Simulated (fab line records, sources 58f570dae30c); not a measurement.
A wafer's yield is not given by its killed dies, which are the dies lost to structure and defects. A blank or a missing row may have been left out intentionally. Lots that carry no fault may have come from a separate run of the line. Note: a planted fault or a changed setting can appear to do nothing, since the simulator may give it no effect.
fab line records	flow berkeleyCmos170	part 2 of 2: steps 27 to 35 of 35
[record] lots = 5	wafers = 15	lastDay = 13
route steps=331 shown CONTACT@220 M1@238 V1@254
lots with no fault: from the same line, run without faults
startH: hours from the record's opening day to when the first of the lot's shown wafers began	waitH: how many hours have passed since the lot's step before this one	" same as the row above	L1.1+2: several wafers, shown together as one row	- no value, or no start given	* or withheld: withheld	< > ~ a bound
route shown NAME@n: NAME is a module with steps in the file, n the number in the route of the first one	usual: average and standard deviation across the fault-free wafers	same: alike in all rows	chamber/n: place in a boat	sites: each site's reading	_std_site: standard deviation of those values	_edge_site: outer sites' mean less inner sites'	radiusMm: for every site, how far away it sits from the centre of the wafer	mask NAME#n: copy n	behind: tool/chamber where the wafer was last shaped	hold: the reason the lot was held/the length of the hold in hours/how it ended	device: names the non-switching transistor (n, p or np)	end of line: tests run on the same wafers once the route is complete	where a step has no rows: the recipe by itself	killed: dies lost to structure and defects at the first sort, not the wafer's yield	map: dies across one wafer; x = killed, . = not, _ = none there
set.NAME: setting as actually run; set.NAME@STEP: the setting as run at that earlier step	model.NAME: the simulator's own value behind a step, which no gauge read
lots at selected steps of the route; one table per step, one row per wafer
services: from which hour (startH, from the record's first day; less than 0 if before it) a tool's chamber was out of use, for how many hours, and why
[[steps]]
[step UCB170_M1_DEVELOP_08]
[recipe] developer = TMAH	developTimeS = 45	resist = KrF	devTempC = 21
[usual] chillPlateTempC = 22.98/0.11
lot.wafer	tool	chamber	startH	waitH	chillPlateTempC
L081.1	lithoTrack-04	0	-	-	22.93
L081.4	"	0	"	"	23.10
L081.6	"	0	"	"	23.14
L077.2	lithoTrack-02	0	-	-	22.97
L077.4	"	0	"	"	22.95
L077.5	"	0	"	"	23.05
L086.3	lithoTrack-03	0	-	-	23.00
L086.5	"	0	"	"	22.92
L086.6	"	0	"	"	22.96
L093.2	lithoTrack-03	0	-	-	22.92
L093.3	"	0	"	"	22.99
L093.6	"	0	"	"	23.00
L096.1	lithoTrack-02	0	-	-	23.04
L096.5	"	0	"	"	23.00
L096.6	"	0	"	"	23.03
[step UCB170_M1_CD_MEAS_09]
[recipe] targetCdNm = 700
[usual] cdNm = 700.3/1.5
lot.wafer	tool	chamber	startH	waitH	cdNm
L081.1	cdSem-01	-	214.17	-	701.6
L081.4	"	-	"	"	699.3
L081.6	"	-	"	"	701.3
L077.2	cdSem-02	-	214.32	-	699.5
L077.4	"	-	"	"	699.9
L077.5	"	-	"	"	700.7
L086.3	cdSem-02	-	233.98	-	703.5
L086.5	"	-	"	"	702.4
L086.6	"	-	"	"	702.8
L093.2	cdSem-01	-	267.20	-	699.5
L093.3	"	-	"	"	699.9
L093.6	"	-	"	"	700.0
L096.1	cdSem-01	-	289.59	-	699.8
L096.5	"	-	"	"	701.3
L096.6	"	-	"	"	699.3
[step UCB170_M1_OVL_MEAS_10]
[usual] M1_OVL = 0/5.9
lot.wafer	tool	chamber	startH	waitH	M1_OVL[nm]
L081.1	overlay-01	-	214.29	0.1	2
L081.4	"	-	"	"	-3
L081.6	"	-	"	"	2
L077.2	overlay-02	-	214.43	0.1	13
L077.4	"	-	"	"	5
L077.5	"	-	"	"	2
L086.3	overlay-02	-	234.08	0.1	1
L086.5	"	-	"	"	5
L086.6	"	-	"	"	6
L093.2	overlay-02	-	267.31	0.1	2
L093.3	"	-	"	"	1
L093.6	"	-	"	"	6
L096.1	overlay-01	-	289.71	0.1	-2
L096.5	"	-	"	"	-3
L096.6	"	-	"	"	-10
[step UCB170_M1_ETCH_11]
[recipe] chemistry = N2/H2	targetDepthA = withheld	overetchA = withheld	target = BARC	timeS = withheld	sourceW = 500	biasW = 97.07	pressureMtorr = 30	n2FlowSccm = 100	h2FlowSccm = 200
[usual] drypumpMotorCurrentA = 5.7/0.4	oesProductAu = 0.983/0.013	throttleValvePct = 13.26/0.22
lot.wafer	tool	chamber	startH	waitH	drypumpMotorCurrentA	oesProductAu	throttleValvePct
L081.1	rieDiel-02	1	214.33	0.0	5.6	0.986	13.15
L081.4	"	3	"	"	6.1	0.974	13.47
L081.6	"	1	"	"	5.6	0.983	13.18
L077.2	rieDiel-04	0	214.46	0.0	5.7	0.973	13.00
L077.4	"	2	"	"	4.9	0.985	13.19
L077.5	"	3	"	"	5.9	0.972	13.27
L086.3	rieDiel-01	2	234.10	0.0	6.1	1.008	13.41
L086.5	"	3	"	"	5.5	0.983	13.70
L086.6	"	2	"	"	6.1	1.007	13.42
L093.2	rieDiel-02	0	267.34	0.0	6.3	0.986	13.50
L093.3	"	3	"	"	6.1	0.981	13.48
L093.6	"	1	"	"	5.6	0.972	13.18
L096.1	rieDiel-01	1	289.75	0.0	5.6	0.965	12.96
L096.5	"	1	"	"	5.6	0.963	12.98
L096.6	"	0	"	"	5.2	0.991	13.13
[step UCB170_M1_METAL_ETCH_12]
[recipe] chemistry = Cl2/BCl3	target = Al	stopOn = PSG	pressureMtorr = 12	targetDepthA = 7800	overEtchFrac = 0.3	timeS = 130	icpW = 600	biasW = 120	Cl2_flow_sccm = 90	bcl3FlowSccm = 45
[usual] drypumpMotorCurrentA = 5.89/0.27	oesProductAu = 0.858/0.015	throttleValvePct = 24.42/0.24
lot.wafer	tool	chamber	startH	waitH	drypumpMotorCurrentA	oesProductAu	rfHoursCounterH	throttleValvePct
L081.1	rieMetal-01	1	214.37	-	5.69	0.854	5	24.57
L081.4	"	1	"	"	5.67	0.872	-	24.57
L081.6	"	1	"	"	5.70	0.854	-	24.56
L077.2	rieMetal-03	1	214.50	-	6.05	0.840	2	24.17
L077.4	"	0	"	"	5.71	0.852	-	24.44
L077.5	"	1	"	"	6.05	0.845	-	24.17
L086.3	rieMetal-04	1	234.19	-	5.48	0.878	-	24.65
L086.5	"	1	"	"	5.48	0.873	-	24.64
L086.6	"	0	"	"	6.14	0.883	-	24.64
L093.2	rieMetal-04	1	267.38	-	5.50	0.861	2	24.62
L093.3	"	1	"	"	5.49	0.867	-	24.63
L093.6	"	1	"	"	5.50	0.872	-	24.65
L096.1	rieMetal-03	1	289.79	-	6.05	0.843	5	24.19
L096.5	"	0	"	"	5.71	0.856	-	24.45
L096.6	"	1	"	"	6.03	0.846	-	24.17
[step UCB170_M1_STRIP_13]
[recipe] chemistry = O2	powerW = 400	pressureMtorr = 3500	platenTempC = withheld	o2FlowSccm = 400	overashFraction = 0.5
[usual] drypumpMotorCurrentA = 6.0/0.45	oesProductAu = 0.721/0.0042
lot.wafer	tool	chamber	startH	waitH	drypumpMotorCurrentA	oesProductAu	rfHoursCounterH
L077.2	plasmaAsher-03	0	214.63	0.1	5.6	0.715	46
L077.4	"	0	"	"	5.6	0.726	-
L077.5	"	1	"	"	5.3	0.725	-
L081.1	plasmaAsher-04	0	214.64	0.2	6.6	0.721	45
L081.4	"	1	"	"	6.1	0.726	-
L081.6	"	0	"	"	6.6	0.721	-
L086.3	plasmaAsher-04	0	234.31	0.1	6.6	0.725	-
L086.5	"	1	"	"	6.1	0.723	-
L086.6	"	0	"	"	6.6	0.719	-
L093.2	plasmaAsher-04	1	267.51	0.1	6.1	0.724	53
L093.3	"	0	"	"	6.6	0.726	-
L093.6	"	1	"	"	6.1	0.712	-
L096.1	plasmaAsher-04	0	289.92	0.1	6.6	0.723	56
L096.5	"	0	"	"	6.6	0.720	-
L096.6	"	1	"	"	6.1	0.718	-
[step UCB170_M1_CD_MEAS_90]
[recipe] targetCdNm = 700
[usual] cdNm = 700.1/2.5
lot.wafer	tool	chamber	startH	waitH	cdNm
L081.1	cdSem-01	-	214.74	0.1	699.9
L081.4	"	-	"	"	699.1
L081.6	"	-	"	"	700.3
L077.2	cdSem-02	-	214.75	0.1	700.3
L077.4	"	-	"	"	703.0
L077.5	"	-	"	"	701.0
L086.3	cdSem-01	-	234.42	0.1	701.2
L086.5	"	-	"	"	702.1
L086.6	"	-	"	"	702.3
L093.2	cdSem-02	-	267.63	0.1	694.2
L093.3	"	-	"	"	696.3
L093.6	"	-	"	"	695.2
L096.1	cdSem-01	-	290.02	0.1	699.6
L096.5	"	-	"	"	700.9
L096.6	"	-	"	"	697.8
[step UCB170_M1_ANNEAL_14]
[recipe] tempC = 400	timeS = 1200	ambient = formingGas
lot.wafer	tool	chamber	startH	waitH
L077.2+4+5	furnace-03	0	216.07	1.3
L081.1+4+6	furnace-03	0	216.07	1.3
L086.3+5+6	furnace-03	0	234.50	0.1
L093.2+3+6	furnace-03	0	268.19	0.5
L096.1+5+6	furnace-03	0	290.52	0.5
[step UCB170_V1_CVD_00]
[recipe] material = SiO2	targetThkNm = 2000	tempC = 390	precursor = TEOS/O2	timeS = 250	rfW = 550	pressureMtorr = 9000
[usual] heaterPowerW = 252/53
lot.wafer	tool	chamber	startH	waitH	heaterPowerW
L077.2	pecvd-04	1	217.40	0.0	256
L077.4	"	1	"	"	196
L077.5	"	2	"	"	207
L081.1	pecvd-03	2	217.40	0.0	233
L081.4	"	0	"	"	300
L081.6	"	1	"	"	327
L086.3	pecvd-02	1	235.83	0.0	176
L086.5	"	2	"	"	234
L086.6	"	1	"	"	218
L093.2	pecvd-02	0	269.53	0.0	228
L093.3	"	2	"	"	257
L093.6	"	1	"	"	217
L096.1	pecvd-04	0	291.85	0.0	360
L096.5	"	1	"	"	202
L096.6	"	2	"	"	207
[[services]]
tool	chamber	startH	hours	kind
krfScanner-01	-	186.73	1.0	pm
pvdSputter-03	-	191.57	3.1	repair
plasmaAsher-04	-	192.81	0.7	repair
rieDiel-04	2	196.98	9.6	repair
pvdSputter-01	-	198.89	2.1	repair
rieDiel-02	1	202.82	1.7	repair
krfScanner-01	-	203.41	0.8	pm
krfScanner-01	-	205.16	1.3	pm
krfScanner-02	-	212.15	1.3	pm
krfScanner-02	-	213.45	3.6	pm
krfScanner-02	-	218.06	1.0	repair
rieDiel-01	0	227.24	2.7	repair
rieDiel-02	3	232.13	1.5	repair
rieDiel-01	-	236.72	15.6	pm
pecvd-03	0	239.29	8.6	repair
plasmaAsher-02	-	241.70	2.9	repair
plasmaAsher-02	-	245.86	1.9	repair
plasmaAsher-03	-	245.91	23.3	pm
pecvd-04	1	248.68	3.6	repair
rieDiel-03	-	252.30	4.3	pm
rieMetal-04	-	257.30	0.7	repair
plasmaAsher-02	-	288.22	2.8	pm
plasmaAsher-03	-	289.11	1.9	repair
krfScanner-01	-	290.70	0.8	pm
